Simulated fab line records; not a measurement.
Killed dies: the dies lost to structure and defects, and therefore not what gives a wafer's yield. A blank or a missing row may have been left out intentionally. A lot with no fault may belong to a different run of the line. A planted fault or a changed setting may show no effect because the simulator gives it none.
A lot that was struck, set against a sound lot -- flow rit-cmos -- 22 out of 202 route steps
Sound: these wafers, L902.1, L902.2, L902.4. Wafers struck: L912.2, L912.4, L912.5. At the end, the cause is stated.
At each step with rows: each side's tool, then ch and its chambers, then its first start. Under that, the readings that differ: sound wafers -- struck wafers -- difference of the means -- sigmas: that difference in standard deviations of wafers without a fault.
alike: readings with means less than 2 such deviations apart, plus words and numbers identical on both sides. not compared: withheld readings, readings lacking a value on some wafer, bounds such as >300 that could conceal the same value, and numbers that have no deviation in the record and whose values overlap.
The two part at a step that has a row with sigmas, a row that says differs or no value, or rows on one side only. Numbers that have no deviation but don't overlap get no sigmas and don't part them. A reading missing from all wafers of one side parts the sides only when that side holds two or more wafers.

first, 2 steps without rows for these wafers: RIT_NSD_HARDBAKE_07 (time 60 s); RIT_NSD_IMPLANT_08.
RIT_NSD_STRIP_09: strips in O2, time 180 s.
  sound on plasma-asher-03 ch 0,1, day 4 04:47; struck on plasma-asher-04 ch 0,1, day 6 08:23
  alike: drypump-motor-current-A
  not compared: rf-hours-counter-h
RIT_NSD_TW_MEAS_10:
  sound on film-metro-01, day 4 04:58; struck on film-metro-01, day 6 08:35
  alike: NSD_TW
then, 6 steps without rows for these wafers: RIT_PSD_HMDS_00 (prime time 60 s); RIT_PSD_COAT_01 (resist thk 1000 nm); RIT_PSD_SOFTBAKE_02 (time 60 s); RIT_PSD_EXPOSE_03 (exposes mask M10, target cd 40900 nm); RIT_PSD_PEB_04; RIT_PSD_DEVELOP_05 (develop time 50 s).
RIT_PSD_OVL_MEAS_06:
  sound on overlay-01, day 4 06:01; struck on overlay-01, day 6 09:46
  alike: PSD_OVL
then, 1 step without rows for these wafers: RIT_PSD_HARDBAKE_07 (time 60 s).
RIT_PSD_IMPLANT_08:
  sound on implanter-01 ch 0, day 4 06:12; struck on implanter-01 ch 0, day 6 09:58
reading,sound,struck,difference,sigmas
beam-energy-keV,26.993 26.994 26.996,22.822 22.838 22.842,-4.160,-99 or more
model.implant.rp-nm (nm),22.46 22.46 22.46,19.38 19.38 19.38,-3.08,
model.implant.drp-nm (nm),12.05 12.05 12.05,10.7 10.7 10.7,-1.4,
  alike: faraday-current-uA
RIT_PSD_STRIP_09: strips in O2, time 180 s.
  sound on plasma-asher-02 ch 0,1, day 4 06:21; struck on plasma-asher-04 ch 0,1, day 6 10:05
  alike: drypump-motor-current-A
  not compared: rf-hours-counter-h
RIT_PSD_TW_MEAS_10:
  sound on film-metro-04, day 4 06:32; struck on film-metro-04, day 6 10:16
reading,sound,struck,difference,sigmas
PSD_TW,3437 3448 3442,3292 3297 3316,-141,-7
then, 3 steps without rows for these wafers: RIT_SDANNEAL_CLEAN_00 (cleans in SC1, time 600 s); RIT_SDANNEAL_CLEAN_01 (cleans in dHF, time 31.36 s); RIT_SDANNEAL_CLEAN_02 (cleans in SC2, time 600 s).
RIT_SDANNEAL_RTA_03: time 5 s.
  sound on rtp-anneal-01 ch 0, day 4 07:00; struck on rtp-anneal-02 ch 0, day 6 10:42
  alike: wafer_temp_C_max
RIT_SDANNEAL_RS_MEAS_04: measures by four-point-probe.
  sound on film-metro-01, day 4 07:07; struck on film-metro-01, day 6 10:46
reading,sound,struck,difference,sigmas
PSD_RS (ohm/sq),116.22 116.05 116.25,126.22 126.24 126.37,+10.10,+42
RIT_SDANNEAL_RS_MEAS_05: measures by four-point-probe.
  sound on film-metro-01, day 4 07:14; struck on film-metro-01, day 6 10:53
  alike: NSD_RS
RIT_M1_PROBE_99:
  sound on prober-01, day 4 14:55; struck on prober-01, day 6 18:23
reading,sound,struck,difference,sigmas
model.etest.contact-pplus.end-ohm-um,44.03 43.09 43.57,50.91 52.53 51.85,+8.20,
model.etest.diode-pplus-nwell.bv-v (V),6.7 6.766 6.698,6.415 6.353 6.359,-0.346,
model.etest.vpnp.gain,1.065 1.099 1.066,0.9207 0.9 0.9175,-0.1639,
model.etest.diode-pplus-nwell.cj-ff-um2,1.671 1.649 1.671,1.769 1.804 1.793,+0.125,
model.etest.diode-pplus-comb.cj-ff-um2,1.973 1.969 1.983,2.075 2.076 2.078,+0.101,
model.etest.pmos_0p15.bv-v (V),5.688 5.686 5.687,5.588 5.6 5.618,-0.085,
model.etest.pmos_0p3.bv-v (V),5.687 5.684 5.686,5.588 5.6 5.618,-0.084,
  alike: killed-at-contacts, killed-at-front-end, killed-dies, killed-open, killed-short

## WHERE THEY PART
At RIT_PSD_IMPLANT_08 first; at RIT_SDANNEAL_RS_MEAS_04 last (within this record only). Later steps at which nothing parts them and some readings are alike: RIT_SDANNEAL_RS_MEAS_05, RIT_M1_PROBE_99.

WHY: whatever the simulator had introduced
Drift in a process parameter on implanter-01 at RIT_PSD_IMPLANT_08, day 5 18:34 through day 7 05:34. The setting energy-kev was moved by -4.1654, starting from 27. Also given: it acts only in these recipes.
